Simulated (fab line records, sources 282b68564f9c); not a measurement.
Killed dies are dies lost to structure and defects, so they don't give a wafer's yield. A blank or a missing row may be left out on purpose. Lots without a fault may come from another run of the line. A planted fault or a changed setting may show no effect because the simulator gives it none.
One fault seen from 2 desks | flow rit_cmos | each desk has only its own numbers; what lay behind them comes last

THE METROLOGY DESK
What the gauges read, lot by lot, whatever tool the lot ran on: means of the sampled wafers that have a number. A lot is out of limits, marked OUT, if its mean lies more than 4 standard deviations from the usual mean; the brackets give that distance.
Columns: A = FIELD_OXIDE_LEFT_2_THK at RIT_FOX2_THK_MEAS_91, usual 256 nm; B = GATE_OXIDE_THK at RIT_GATE_THK_MEAS_07, usual 3.04 nm; C = GATE_POLY_THK at RIT_GATE_THK_MEAS_09, usual 250.1 nm; D = cd_nm at RIT_GATE_CD_MEAS_16, usual 148.6 nm; E = GATE_OVL at RIT_GATE_OVL_MEAS_17, usual -0.9 nm
lot  | first seen here | A   | B    | C     | D     | E
L942 | day 2 10:05     | 257 | 3.11 | 248.5 | 153.9 | -2.8
L945 | day 3 01:38     | 256 | 3.01 | 250.4 | 150.5 | -0.7
L954 | day 5 00:40     | 257 | 3.02 | 247.5 | 149.1 | -0.8
L957 | day 5 18:04     | 255 | 3.03 | 247.6 | 146.8 | -2.5
L961 | day 6 14:56     | 258 | 3.04 | 251.9 | 146.4 | -0.6
L964 | day 7 18:29     | 246 | 3.15 | 253.6 | 147.5 | -2.9
This desk's finding: nothing out of limits on any of the 6 lots.

THE TOOL OWNER'S DESK: litho_track-04
The tool's own readings at RIT_GATE_SOFTBAKE_12 (time 60 s): means of the sampled wafers that have a number, for each lot that ran on this tool. A lot is out of limits, marked OUT, if its mean lies more than 4 standard deviations from the usual mean; the brackets give that distance.
Columns: A = heater_power_total_W at RIT_GATE_SOFTBAKE_12, usual 34.56 W; B = run_length_s at RIT_GATE_SOFTBAKE_12, usual 89.24 s
lot  | first seen here | A                       | B
L945 | day 3 06:57     | 34.58                   | 88.98
L954 | day 5 04:47     | 47.08 (+99 or more) OUT | 48.13 (-99 or more) OUT
L957 | day 6 00:15     | 47.04 (+99 or more) OUT | 48.14 (-99 or more) OUT
L964 | day 8 01:01     | 34.53                   | 89.14
This desk's finding: out of limits on L954, L957; first on L954, day 5 04:47 (heater_power_total_W at RIT_GATE_SOFTBAKE_12). In limits: L945, L964.

PUT TOGETHER
The tool owner's desk could have raised an alarm at day 5 04:47, on L954, L957.
The metrology desk saw nothing out of limits.
The metrology desk has L954, L957 on record, within its limits.
Of the lots named, all ran RIT_GATE_SOFTBAKE_12 on litho_track-04.

WHAT THE SIMULATOR HAD PUT IN
Process parameter drift: litho_track-04, from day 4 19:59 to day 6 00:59, at RIT_GATE_SOFTBAKE_12. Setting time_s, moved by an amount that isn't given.
Lots struck among those shown: L954, L957.
Hours from the fault's start to each desk's first reading out of limits: the tool owner's desk, 9.
